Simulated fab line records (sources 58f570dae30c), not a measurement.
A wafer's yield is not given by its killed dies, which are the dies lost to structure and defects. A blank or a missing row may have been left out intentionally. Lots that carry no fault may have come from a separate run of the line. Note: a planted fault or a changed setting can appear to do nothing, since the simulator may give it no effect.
Check of tool commonality | flow berkeley_cmos170 | Sample size 14 lots and 46 wafers

== REASON FOR OPENING ==
UCB170_PLDD_TW_MEAS_11, reading PLDD_TW: flagged on 2 of 14 lots. No-fault wafers: 1011, standard deviation 6.2.
Rule: a lot is flagged when every wafer of it that has a number lies more than 4 standard deviations from that mean, or none has a number. The other lots count as sound.

lot  | measured     | on            | PLDD_TW, wafer by wafer       | flag
L672 | day 8 07:24  | film_metro-01 | 1014 1013 1018                |
L673 | day 8 07:39  | film_metro-01 | 1017 1013 1018                |
L676 | day 8 15:22  | film_metro-01 | 1015 1016 1018                |
L675 | day 8 15:37  | film_metro-04 | 1001 1003 1003                |
L677 | day 9 05:34  | film_metro-02 | 1017 1007 1010                |
L679 | day 9 19:06  | film_metro-02 | 1014 1010 1011                |
L678 | day 9 19:42  | film_metro-04 | 1056 1060 1061 1062 1061 1058 | FLAGGED
L682 | day 10 18:29 | film_metro-01 | 1076 1080 1081 1076           | FLAGGED
L685 | day 10 18:42 | film_metro-04 | 1005 998 998                  |
L684 | day 10 18:56 | film_metro-02 | 1008 1007 1010                |
L688 | day 11 03:17 | film_metro-02 | 1016 1009 1018                |
L690 | day 11 09:40 | film_metro-01 | 1024 1021 1022                |
L689 | day 11 09:56 | film_metro-04 | 1003 1003 1003                |
L692 | day 12 09:29 | film_metro-01 | 1018 1014 1017                |
The mean of the flagged lots' numbers is 1067, +56 from the usual (+9 standard deviations).

== TOOL THAT RAN EACH LOT ==
The record holds 1 process step before the reading, out of a route of 331 steps. Cell contents, in order: the tool; ch with the chambers the sampled wafers went through; the start.
lot  | flag    | UCB170_PLDD_IMPLANT_08
L672 |         | implanter-01 ch 0, day 8 07:02
L673 |         | implanter-04 ch 0, day 8 07:15
L676 |         | implanter-04 ch 0, day 8 14:58
L675 |         | implanter-01 ch 0, day 8 15:13
L677 |         | implanter-02 ch 0, day 9 05:11
L679 |         | implanter-04 ch 0, day 9 18:43
L678 | FLAGGED | implanter-04 ch 0, day 9 19:19
L682 | FLAGGED | implanter-04 ch 0, day 10 18:05
L685 |         | implanter-02 ch 0, day 10 18:18
L684 |         | implanter-01 ch 0, day 10 18:32
L688 |         | implanter-02 ch 0, day 11 02:51
L690 |         | implanter-02 ch 0, day 11 09:16
L689 |         | implanter-01 ch 0, day 11 09:32
L692 |         | implanter-02 ch 0, day 12 09:04
What these steps do:
- UCB170_PLDD_IMPLANT_08
- UCB170_PLDD_TW_MEAS_11

== FLAGGED AGAINST TOTAL, ONE TOOL AT A TIME (gauges that did the reading follow at the end) ==
step                   | tool          | lots run | flagged | share of the flagged lots | sound lots run after its first flagged lot
UCB170_PLDD_IMPLANT_08 | implanter-01  | 4        | 0       | none                      | -
UCB170_PLDD_IMPLANT_08 | implanter-02  | 5        | 0       | none                      | -
UCB170_PLDD_IMPLANT_08 | implanter-04  | 5        | 2       | all                       | 0
UCB170_PLDD_TW_MEAS_11 | film_metro-01 | 6        | 1       | some                      | 2 (L690,L692)
UCB170_PLDD_TW_MEAS_11 | film_metro-02 | 4        | 0       | none                      | -
UCB170_PLDD_TW_MEAS_11 | film_metro-04 | 4        | 1       | some                      | 2 (L685,L689)

== WHAT IS ALLOWED BY THE TABLE ==
In the table, 1 row covers all flagged lots: implanter-04 at UCB170_PLDD_IMPLANT_08.
- implanter-04 at UCB170_PLDD_IMPLANT_08 ran 5 lots, 2 of them flagged. Its last sound lot is L679 (day 9 18:43), its first flagged lot L678 (day 9 19:19): a fault that began between those two fits. Its own readings lie more than 4 standard deviations out on every wafer of the flagged lots: beam_on_s, dose_ions_cm2.
Just one tool remains: implanter-04 at UCB170_PLDD_IMPLANT_08.

== WHAT THE SIMULATOR HAD INSERTED ==
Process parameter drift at UCB170_PLDD_IMPLANT_08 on implanter-04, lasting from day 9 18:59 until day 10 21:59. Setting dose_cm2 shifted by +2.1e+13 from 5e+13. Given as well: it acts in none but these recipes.
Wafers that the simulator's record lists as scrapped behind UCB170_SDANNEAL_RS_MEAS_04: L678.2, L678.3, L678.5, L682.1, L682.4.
Struck lots among those shown: L678, L682. The rule given above showed the same thing.
